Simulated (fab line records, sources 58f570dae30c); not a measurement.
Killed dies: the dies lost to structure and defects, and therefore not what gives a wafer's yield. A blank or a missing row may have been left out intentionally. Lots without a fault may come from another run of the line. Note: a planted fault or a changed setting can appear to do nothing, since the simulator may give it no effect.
Struck lot and sound lot, side by side | flow berkeley-cmos170 | 16 steps out of a route of 331
Sound: the wafers L197.1, L197.2, L197.5. Struck: wafers L199.1, L199.4, L199.6. The cause is named last.
For every step that has rows: the tool of each side, followed by ch and its chambers, followed by its first start. Under that, the readings that differ: sound wafers | struck wafers | difference of the means | sigmas: that difference in standard deviations of wafers without a fault.
alike: readings whose means differ by less than 2 such deviations, and words and numbers that are the same on both sides. not compared: withheld readings, readings that some wafer has no value for, bounds like >300 that may hide the same value, and numbers for which the record gives no deviation and whose values overlap.
A row with sigmas, a row that says differs or no value, or rows on one side alone: a step with any of these is where the two part. Numbers that don't overlap but have no deviation are shown without sigmas and don't part them. A reading that every wafer of one side lacks parts them only if that side has two wafers or more.

UCB170_ACTIVE_OVL_MEAS_14:
  sound on overlay-02 at day 5 20:17; struck on overlay-02 at day 6 22:49
  alike: ACTIVE_OVL
UCB170_ACTIVE_ETCH_15: etches Si3N4 in CH3F/Ar/O2, stops on SiO2, target depth 242 nm, time 151 s.
  sound on rie-diel-04 ch 0,1, day 5 20:19; struck on rie-diel-03 ch 0,1,2, day 6 22:52
  alike: drypump-motor-current-A, oes-product-au, throttle-valve-pct
  not compared: rf-hours-counter-h
UCB170_ACTIVE_STRIP_16: strips in O2.
  sound on plasma-asher-02 ch 0,1, day 5 20:25; struck on plasma-asher-02 ch 0,1, day 6 22:58
  reading                      | sound             | struck            | difference | sigmas
  strip-time-to-endpoint-s (s) | 18.08 18.02 17.97 | 18.16 18.25 18.22 | +0.19      | +2
  alike: drypump-motor-current-A, oes-product-au
  not compared: rf-hours-counter-h
UCB170_ACTIVE_CD_MEAS_90: target cd 1200 nm.
  sound on cd-sem-01 at day 5 20:31; struck on cd-sem-02 at day 6 23:04
  alike: cd-nm
then, 7 steps without rows for these wafers: UCB170_ACTIVE_CLEAN_17 (cleans in SPM, time 600 s); UCB170_PFIELD_HMDS_00 (prime time 60 s); UCB170_PFIELD_COAT_01 (resist thk 900 nm); UCB170_PFIELD_SOFTBAKE_02 (time 60 s); UCB170_PFIELD_EXPOSE_03 (exposes mask PFIELD, target cd 1500 nm); UCB170_PFIELD_PEB_04; UCB170_PFIELD_DEVELOP_05 (develop time 45 s).
UCB170_PFIELD_OVL_MEAS_06:
  sound on overlay-01 at day 5 23:59; struck on overlay-02 at day 7 01:22
  alike: PFIELD_OVL
UCB170_PFIELD_IMPLANT_07:
  sound on implanter-02 ch 0, day 6 00:01; struck on implanter-04 ch 0, day 7 01:24
  reading            | sound                           | struck                        | difference | sigmas
  dose-ions-cm2      | 1.9999e+13 2.001e+13 1.9975e+13 | 1.984e+12 2.017e+12 2.006e+12 | -1.799e+13 | -99 or more
  faraday-current-uA | 65.1 63.3 63.8                  | 6.4 6.2 6.3                   | -57.8      | -48
UCB170_PFIELD_STRIP_08: strips in O2.
  sound on plasma-asher-02 ch 0,1, day 6 00:10; struck on plasma-asher-01 ch 0,1, day 7 01:33
  alike: drypump-motor-current-A, oes-product-au, strip-time-to-endpoint-s
  not compared: rf-hours-counter-h
UCB170_PFIELD_TW_MEAS_09:
  sound on film-metro-04 at day 6 00:16; struck on film-metro-04 at day 7 01:59
  reading   | sound       | struck      | difference | sigmas
  PFIELD_TW | 595 593 595 | 291 291 293 | -303       | -53
  not compared: hold
UCB170_M3_PROBE_99:
  the record holds rows for the sound wafers here (prober-01, day 10 02:31) but none for the struck ones

WHERE THEY PART
First at UCB170_ACTIVE_STRIP_16; last, within this record, at UCB170_M3_PROBE_99.

WHY: what had been put in by the simulator
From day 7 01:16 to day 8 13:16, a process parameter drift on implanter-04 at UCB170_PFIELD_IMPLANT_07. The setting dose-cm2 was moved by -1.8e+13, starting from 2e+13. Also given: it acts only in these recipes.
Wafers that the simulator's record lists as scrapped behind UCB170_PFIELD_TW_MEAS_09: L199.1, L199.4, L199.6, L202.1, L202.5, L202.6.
